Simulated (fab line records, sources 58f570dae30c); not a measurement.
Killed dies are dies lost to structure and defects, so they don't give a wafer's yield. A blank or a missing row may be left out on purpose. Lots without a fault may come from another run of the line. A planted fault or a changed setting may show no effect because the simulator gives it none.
Which tool did it? | flow berkeley_cmos170 | 14 lots, 42 wafers sampled, at 2 steps of a route of 331

WHAT THE GAUGES READ, wafer by wafer
UCB170_PFIELD_OVL_MEAS_06. Usual: PFIELD_OVL -1 nm, standard deviation 4.8.
lot  | measured    | on         | PFIELD_OVL (nm) | flag
L898 | day 4 21:33 | overlay-02 | 8 2 5           |
L899 | day 5 14:40 | overlay-02 | -9 -6 -2        |
L901 | day 5 14:59 | overlay-01 | 2 -2 1          |
L900 | day 5 15:39 | overlay-02 | 0 -1 -1         |
L904 | day 6 04:19 | overlay-01 | -9 1 -5         |
L902 | day 6 04:31 | overlay-01 | 0 -4 -7         |
L906 | day 6 22:01 | overlay-01 | 1 5 1           |
L905 | day 6 22:16 | overlay-02 | -1 0 -3         |
L909 | day 7 17:11 | overlay-01 | -4 3 2          |
L910 | day 7 17:33 | overlay-02 | -7 -8 3         |
L912 | day 8 13:30 | overlay-01 | 6 6 10          |
L916 | day 9 03:48 | overlay-02 | 6 3 -1          |
L917 | day 9 04:05 | overlay-01 | 5 -4 3          |
L918 | day 9 15:19 | overlay-02 | 0 -3 -1         |

UCB170_PSD_CD_MEAS_06: target cd 1200 nm. Usual: cd_nm 1199.8 nm, standard deviation 1.5.
lot  | measured     | on        | cd_nm (nm)           | flag
L898 | day 7 19:38  | cd_sem-01 | 1200.2 1199.4 1198.3 |
L899 | day 8 20:50  | cd_sem-01 | 1200.4 1202.3 1200.4 |
L901 | day 8 20:28  | cd_sem-01 | 1202.3 1202.2 1201.5 |
L900 | day 8 20:43  | cd_sem-01 | 1200.7 1199.5 1200.0 |
L904 | day 9 06:54  | cd_sem-01 | 1199.9 1197.6 1197.1 |
L902 | day 9 07:08  | cd_sem-01 | 1200.7 1199.6 1200.3 |
L906 | day 9 21:17  | cd_sem-01 | 1199.6 1201.3 1200.0 |
L905 | day 9 21:36  | cd_sem-01 | 1200.2 1198.9 1199.2 |
L909 | day 10 08:53 | cd_sem-02 | 1200.4 1200.7 1200.6 |
L910 | day 10 08:27 | cd_sem-01 | 1203.7 1201.9 1203.4 |
L912 | day 11 09:55 | cd_sem-01 | 1199.3 1199.6 1198.7 |
L916 | day 11 23:58 | cd_sem-01 | 1196.4 1198.4 1199.4 |
L917 | day 11 23:42 | cd_sem-02 | 1196.6 1196.9 1195.8 |
L918 | day 12 14:57 | cd_sem-02 | 1198.7 1198.4 1199.1 |

WHICH TOOL RAN EACH LOT (tool, then ch and the chambers of the sampled wafers, then the start)
The record holds no process step before these readings.

WHAT THE TOOLS THEMSELVES READ (means of the sampled wafers that have a number; where no wafer has one, the mark that the record gives instead)
The record holds no such reading with a usual standard deviation.

THE ANSWER, worked out from the rows above alone
Rule: a lot is off if the mean of its wafers that have a number lies more than 3 standard deviations from the usual mean. A lot without any number at a reading at which 4 lots or more have one is off too. The other lots that the step has rows for count as sound. The gauges are gone through in route order, then the tools' own readings, and for those a lot's mean is taken as printed above. The first step at which some lot is off is used, and at that step the reading that is off furthest; a lot without a number counts as furthest.
No lot is off at any reading shown: from this, nothing can be told.

WHAT THE SIMULATOR HAD PUT IN
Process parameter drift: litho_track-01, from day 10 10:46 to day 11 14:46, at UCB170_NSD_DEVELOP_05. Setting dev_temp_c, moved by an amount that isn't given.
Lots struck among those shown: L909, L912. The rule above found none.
